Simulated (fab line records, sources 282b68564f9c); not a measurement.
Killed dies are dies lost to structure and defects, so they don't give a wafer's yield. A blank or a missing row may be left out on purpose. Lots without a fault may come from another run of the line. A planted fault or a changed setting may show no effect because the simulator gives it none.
fab line records | flow rit_cmos
record lots=6 wafers=18 last_day=7
route steps=202 shown PRETRO@67 GATE@75 FOX2@80 M1@202
lots that met no fault: from a run of the same line without faults
start_h: hours from the record's first day to the start of the lot's first wafer shown | wait_h: hours since the lot's step before | " the same as in the row above | L1.1+2: a row that stands for several wafers | - no value, or no start given | * or withheld: withheld | < > ~ a bound
route shown NAME@n: a module of which the file shows steps, and the number in the route of the first | usual: mean/standard deviation of fault-free wafers | same: alike in all rows | chamber/n: place in a boat | sites: the reading at each site | _std_site: their standard deviation | _edge_site: outer sites' mean less inner sites' | radius_mm: how far each site lies from the wafer's centre | mask NAME#n: copy n | behind: the tool/chamber that last shaped the wafer | hold: why the lot was held/for how many hours/how that ended | device: the transistor (n, p or np) that didn't switch | end of line: the same wafers' tests at the end of the route | a step without rows: its recipe alone | killed: dies lost to structure and defects at the first sort, not the wafer's yield | map: a wafer's dies, x killed, . not, _ none there
set.NAME: the setting as run; set.NAME@STEP: as run at that earlier step | model.NAME: the simulator's own value behind a step, which no gauge read
lots at some steps of the route; a table a step, a row a wafer
services: from which hour (start_h, from the record's first day; less than 0 if before it) a tool's chamber was out of use, for how many hours, and why
## steps
# step RIT_PRETRO_EXPOSE_03
# recipe mask_id=M5 na=0.57 target_cd_nm=43700 dose_mj=250
# step RIT_PRETRO_PEB_04
# recipe resist=NOVOLAK temp_c=withheld time_s=withheld
# step RIT_PRETRO_DEVELOP_05
# recipe resist=NOVOLAK develop_time_s=64.65 dev_temp_c=23
# step RIT_PRETRO_OVL_MEAS_06
# usual PRETRO_OVL=0.3/1.3
# columns lot.wafer tool chamber start_h wait_h PRETRO_OVL[nm]
L898.1 overlay-02 - 62.74 - -0.4
L898.2 " - " " -0.4
L898.6 " - " " 0.5
L900.2 overlay-01 - 72.91 - -0.9
L900.3 " - " " 0.5
L900.4 " - " " -1.5
L904.1 overlay-02 - 93.30 - 1.9
L904.2 " - " " 2.3
L904.4 " - " " 2.4
L905.1 overlay-02 - 96.97 - 2.1
L905.2 " - " " 0.7
L905.3 " - " " 2.6
L907.3 overlay-02 - 107.70 - 0.0
L907.4 " - " " 1.4
L907.6 " - " " -0.5
L911.1 overlay-02 - 127.63 - -1.8
L911.5 " - " " -0.4
L911.6 " - " " -0.8
# step RIT_PRETRO_HARDBAKE_07
# recipe resist=NOVOLAK temp_c=140 time_s=120
# step RIT_PRETRO_IMPLANT_08
# recipe species=B energy_kev=45 dose_cm2=1.2e+13 tilt_deg=7
# step RIT_PRETRO_STRIP_09
# recipe chemistry=O2 time_s=180 resist=NOVOLAK platen_temp_c=withheld power_w=500 pressure_mtorr=4000 o2_flow_sccm=4000
# usual drypump_motor_current_A=5.6/0.41
# columns lot.wafer tool chamber start_h wait_h drypump_motor_current_A rf_hours_counter_h
L898.1 plasma_asher-01 1 63.17 0.1 5.3 40
L898.2 " 0 " " 5.8 40
L898.6 " 0 " " 5.7 -
L900.2 plasma_asher-04 0 73.34 0.1 5.2 31
L900.3 " 0 " " 5.2 -
L900.4 " 1 " " 5.4 -
L904.1 plasma_asher-04 0 93.84 0.1 5.2 33
L904.2 " 1 " " 5.3 33
L904.4 " 0 " " 5.2 -
L905.1 plasma_asher-01 1 97.55 0.2 5.3 44
L905.2 " 0 " " 5.7 44
L905.3 " 1 " " 5.3 -
L907.3 plasma_asher-02 0 108.19 0.1 6.4 -
L907.4 " 1 " " 5.4 -
L907.6 " 0 " " 6.4 -
L911.1 plasma_asher-01 1 128.07 0.1 5.3 48
L911.5 " 1 " " 5.3 -
L911.6 " 0 " " 5.7 -
# step RIT_PRETRO_TW_MEAS_10
# usual PRETRO_TW=476.7/2.6
# columns lot.wafer tool chamber start_h wait_h PRETRO_TW
L898.1 film_metro-03 - 63.35 0.1 479.0
L898.2 " - " " 483.3
L898.6 " - " " 480.1
L900.2 film_metro-01 - 73.52 0.1 477.6
L900.3 " - " " 475.1
L900.4 " - " " 475.9
L904.1 film_metro-02 - 94.01 0.1 478.6
L904.2 " - " " 477.4
L904.4 " - " " 478.7
L905.1 film_metro-02 - 97.73 0.1 479.4
L905.2 " - " " 478.6
L905.3 " - " " 480.9
L907.3 film_metro-03 - 108.32 0.1 477.1
L907.4 " - " " 476.5
L907.6 " - " " 475.3
L911.1 film_metro-03 - 128.24 0.1 471.3
L911.5 " - " " 476.1
L911.6 " - " " 474.6
# step RIT_GATE_WET_ETCH_00
# recipe chemistry=BOE target=SiO2 target_depth_nm=56 time_s=60 dry=n2_spin dilution=10:1 temp_c=21.5
# step RIT_GATE_CLEAN_01
# recipe chemistry=SC1 mix=3:3:50 time_s=600 temp_c=75
# step RIT_GATE_CLEAN_02
# recipe chemistry=dHF dilution=50:1 time_s=30
# step RIT_GATE_CLEAN_03
# recipe chemistry=SC2 mix=3:3:50 time_s=600 temp_c=75 dry=n2_spin
# step RIT_GATE_CLEAN_04
# recipe chemistry=dHF dilution=50:1 time_s=60 dry=n2_spin
# usual run_length_s=86.9/2.8
# columns lot.wafer tool chamber start_h wait_h run_length_s
L898.1 wet_bench-03 1 63.82 0.0 87.1
L898.2 " 1 " " 87.1
L898.6 " 1 " " 87.1
L900.2 wet_bench-01 3 73.96 0.0 93.1
L900.3 " 3 " " 93.1
L900.4 " 3 " " 93.1
L904.1 wet_bench-03 2 94.47 0.0 143.8
L904.2 " 2 " " 143.8
L904.4 " 2 " " 143.8
L905.1 wet_bench-03 0 98.18 0.0 144.5
L905.2 " 0 " " 144.5
L905.3 " 0 " " 144.5
L907.3 wet_bench-01 2 108.75 0.0 85.2
L907.4 " 2 " " 85.2
L907.6 " 2 " " 85.2
L911.1 wet_bench-04 3 128.70 0.0 86.1
L911.5 " 3 " " 86.1
L911.6 " 3 " " 86.1
# step RIT_FOX2_THK_MEAS_91
# recipe reads=SiO2_of_FOX2_OXIDATION_00
# usual FIELD_OXIDE_LEFT_2_THK=257/7.1
# columns lot.wafer tool chamber start_h wait_h FIELD_OXIDE_LEFT_2_THK[nm]
L898.1 film_metro-02 - 63.84 0.0 253
L898.2 " - " " 256
L898.6 " - " " 257
L900.2 film_metro-03 - 74.00 0.0 266
L900.3 " - " " 267
L900.4 " - " " 267
L904.1 film_metro-03 - 94.49 0.0 258
L904.2 " - " " 251
L904.4 " - " " 264
L905.1 film_metro-03 - 98.20 0.0 251
L905.2 " - " " 254
L905.3 " - " " 248
L907.3 film_metro-04 - 108.80 0.0 252
L907.4 " - " " 254
L907.6 " - " " 259
L911.1 film_metro-04 - 128.72 0.0 272
L911.5 " - " " 262
L911.6 " - " " 268
# step RIT_M1_PROBE_99
# usual killed_at_contacts=0.1/0.25 killed_at_front_end=7/3.3 killed_dies=7/3.2 killed_on_rim=1.9/1.5 killed_open=3.6/2.2 killed_short=3.5/2
# same gross_dies=264 killed_at_M0_to_M3=0 killed_at_M4_up=0 killed_at_back_side=0 killed_at_other=0
# columns lot.wafer tool chamber start_h wait_h killed_at_contacts killed_at_front_end killed_dies killed_on_rim killed_open killed_short model.etest.pldd.width_nm model.etest.nldd.width_nm model.etest.pplus_sal.width_nm model.etest.nplus_sal.width_nm model.etest.nmos_narrow.drive_ua_um model.etest.pmos_narrow.drive_ua_um
L898.1 prober-02 - 89.90 0.1 0 4 4 0 1 3 3152 3156 3427 3428 211.7 96.86
L898.2 prober-02 - 89.95 0.1 0 8 8 4 6 2 3158 3157 3449 3454 211.5 97.56
L898.6 prober-02 - 90.15 0.2 0 2 2 0 1 1 3167 3165 3450 3444 218.3 100.4
L900.2 prober-02 - 99.40 0.1 0 9 9 3 7 2 3133 3136 3439 3451 220.4 97.8
L900.3 prober-02 - 99.45 0.2 0 7 7 3 5 2 3118 3138 3398 3417 214.1 97.8
L900.4 prober-02 - 99.50 0.2 0 5 5 2 3 2 3154 3126 3427 3421 210.4 94.8
L904.1 prober-02 - 121.45 0.1 0 7 7 1 2 5 3213 3220 3475 3486 227.1 105.2
L904.2 prober-02 - 121.50 0.1 0 6 6 1 0 6 3212 3207 3485 3491 225.8 103
L904.4 prober-02 - 121.60 0.2 1 5 6 1 4 2 3229 3215 3463 3480 222.6 101.5
L905.1 prober-01 - 123.35 0.1 0 6 6 1 3 3 3191 3221 3463 3466 236.5 106.3
L905.2 prober-01 - 123.40 0.1 0 14 14 3 8 6 3209 3193 3472 3448 231.4 103.9
L905.3 prober-01 - 123.45 0.2 0 6 6 2 3 3 3187 3189 3487 3466 235.7 107.4
L907.3 prober-01 - 134.10 0.2 0 10 10 4 9 1 3149 3162 3452 3412 214.9 97.98
L907.4 prober-01 - 134.15 0.2 0 4 4 0 0 4 3167 3177 3447 3462 225.2 101.6
L907.6 prober-01 - 134.25 0.2 0 7 7 2 2 5 3152 3150 3431 3410 214.6 96.14
L911.1 prober-01 - 168.05 0.1 0 8 8 3 2 6 3149 3161 3416 3429 214.8 99.6
L911.5 prober-01 - 168.25 0.2 0 5 5 1 0 5 3153 3162 3439 3442 225.5 101.8
L911.6 prober-01 - 168.30 0.2 0 10 10 2 7 3 3159 3140 3412 3420 220.4 101.9
# killed by level:class
L898.1 GATE:geometric_particle:short=3 GATE:geometric_particle:open=1
L898.2 GATE:geometric_particle:open=4 FOX2:geometric_particle:open=1 GATE:geometric_particle:short=1 REOX:geometric_particle:short=1 SPACER:geometric_particle:open=1
L898.6 SPACER:geometric_particle:short=1 SPACER:geometric_particle:open=1
L900.2 GATE:geometric_particle:open=2 FOX1:geometric_particle:open=1 FOX2:geometric_particle:open=1 GATE:geometric_particle:short=1 REOX:geometric_particle:short=1 REOX:geometric_particle:open=1 SPACER:geometric_particle:open=1 SILICIDE:geometric_particle:open=1
L900.3 GATE:geometric_particle:open=4 FOX1:geometric_particle:open=1 GATE:geometric_particle:short=1 REOX:geometric_particle:short=1
L900.4 FOX1:geometric_particle:open=1 GATE:geometric_particle:open=1 GATE:geometric_particle:short=1 SPACER:geometric_particle:open=1 SILICIDE:geometric_particle:short=1
L904.1 GATE:geometric_particle:short=3 GATE:geometric_particle:open=2 SILICIDE:geometric_particle:short=2
L904.2 GATE:geometric_particle:short=3 REOX:geometric_particle:short=2 SILICIDE:geometric_particle:short=1
L904.4 GATE:geometric_particle:open=2 FOX2:geometric_particle:open=1 SPACER:geometric_particle:short=1 SILICIDE:geometric_particle:short=1 CONTACT:geometric_particle:open=1
L905.1 GATE:geometric_particle:open=3 FOX2:geometric_particle:short=1 GATE:geometric_particle:short=1 SILICIDE:geometric_particle:short=1
L905.2 GATE:geometric_particle:short=4 GATE:geometric_particle:open=3 FOX1:geometric_particle:open=2 FOX2:geometric_particle:open=2 FOX2:geometric_particle:short=1 REOX:geometric_particle:short=1 REOX:geometric_particle:open=1
L905.3 GATE:geometric_particle:open=2 FOX2:geometric_particle:short=1 GATE:geometric_particle:short=1 REOX:geometric_particle:open=1 SPACER:geometric_particle:short=1
L907.3 SPACER:geometric_particle:open=5 GATE:geometric_particle:open=3 REOX:geometric_particle:open=1 SPACER:geometric_particle:short=1
L907.4 GATE:geometric_particle:short=3 SPACER:geometric_particle:short=1
L907.6 REOX:geometric_particle:short=3 GATE:geometric_particle:open=2 SPACER:geometric_particle:short=2
L911.1 ACTIVE:geometric_particle:short=2 FOX1:geometric_particle:short=2 FOX1:geometric_particle:open=1 GATE:geometric_particle:short=1 GATE:geometric_particle:open=1 SPACER:geometric_particle:short=1
L911.5 GATE:geometric_particle:short=3 FOX2:geometric_particle:short=1 SILICIDE:geometric_particle:short=1
L911.6 GATE:geometric_particle:open=3 SPACER:geometric_particle:open=2 FOX1:geometric_particle:open=1 GATE:geometric_particle:short=1 SPACER:geometric_particle:short=1 SILICIDE:geometric_particle:open=1 SILICIDE:geometric_particle:short=1
## services
# columns tool chamber start_h hours kind
plasma_asher-02 - 57.74 2.3 repair
wet_bench-04 - 81.17 38.2 pm
wet_bench-03 - 108.23 1.9 pm
plasma_asher-02 - 108.75 9.0 pm
plasma_asher-02 0 108.75 9.0 vent_cycle
plasma_asher-02 1 108.75 9.0 vent_cycle
plasma_asher-02 0 117.75 - clean
plasma_asher-02 1 117.75 - clean
## key
first_sign step=RIT_GATE_CLEAN_04 reading=run_length_s direction=up sigmas=21 usual=* struck=*
effect none on later readings
model_effect step=RIT_M1_PROBE_99 value=etest.pldd.width_nm without=3149 struck=3207
met_at RIT_GATE_CLEAN_04
struck_wafers L904.1,L904.2,L904.4,L905.1,L905.2,L905.3
tester_left_out L904,L905
onset_between 63.82 94.47
fault kind=process_parameter_drift tool=wet_bench-03 chamber=- onset_h=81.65 steps=RIT_GATE_CLEAN_04 channel=time_s offset=* shape=step end_h=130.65 acts_in=* stated=*
# tester_left_out: of these lots the tester's yield and bins aren't shown, on N5 and GAA mostly nor the transistor test; their killed dies are dies lost to structure and defects alone, not to doping, threshold or leakage, so they don't give the yield
